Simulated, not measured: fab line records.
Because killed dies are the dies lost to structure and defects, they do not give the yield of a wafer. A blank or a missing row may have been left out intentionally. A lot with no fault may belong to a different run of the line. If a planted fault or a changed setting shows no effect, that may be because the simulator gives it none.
Which tool is to blame? -- flow berkeley_cmos170 -- 7 lots (21 wafers sampled), 1 step of a 331-step route

## WHAT THE GAUGES READ, wafer by wafer
UCB170_START_THK_MEAS_03.
lot,measured,on,START_OXIDE_THK (nm)
L808,day 1 21:39,film_metro-01,20.1 20.0 20.3
L811,day 2 07:40,film_metro-01,20.1 20.3 19.8
L814,day 2 23:10,film_metro-04,20.0 19.5 20.0
L818,day 3 19:59,film_metro-02,19.5 19.3 19.6
L823,day 5 01:40,film_metro-02,19.3 20.0 19.3
L827,day 5 20:38,film_metro-02,20.2 20.3 20.3
L829,day 6 05:43,film_metro-02,20.2 20.7 20.7

## WHICH TOOL RAN EACH LOT (tool, then ch and the chambers of the sampled wafers, then the start)
The record holds no process step before these readings.

## THE ANSWER, worked out from the rows above alone
Rule: the usual values come from the lots themselves. Put in order of their means at a reading, lots are off if they are a third of the lots or fewer, leave a main group of 4 or more, and stand apart from it by a gap of 3 or more times the standard deviation of the main group's means; of several such gaps the widest counts. A main group whose means are all the same, to the digits that the tables above print for the reading, isn't used. A lot without any number at a reading at which 4 lots or more have one is off too. The other lots that the step has rows for count as sound.
None of the lots is off at any reading shown; this tells nothing.

## WHAT THE SIMULATOR HAD INSERTED
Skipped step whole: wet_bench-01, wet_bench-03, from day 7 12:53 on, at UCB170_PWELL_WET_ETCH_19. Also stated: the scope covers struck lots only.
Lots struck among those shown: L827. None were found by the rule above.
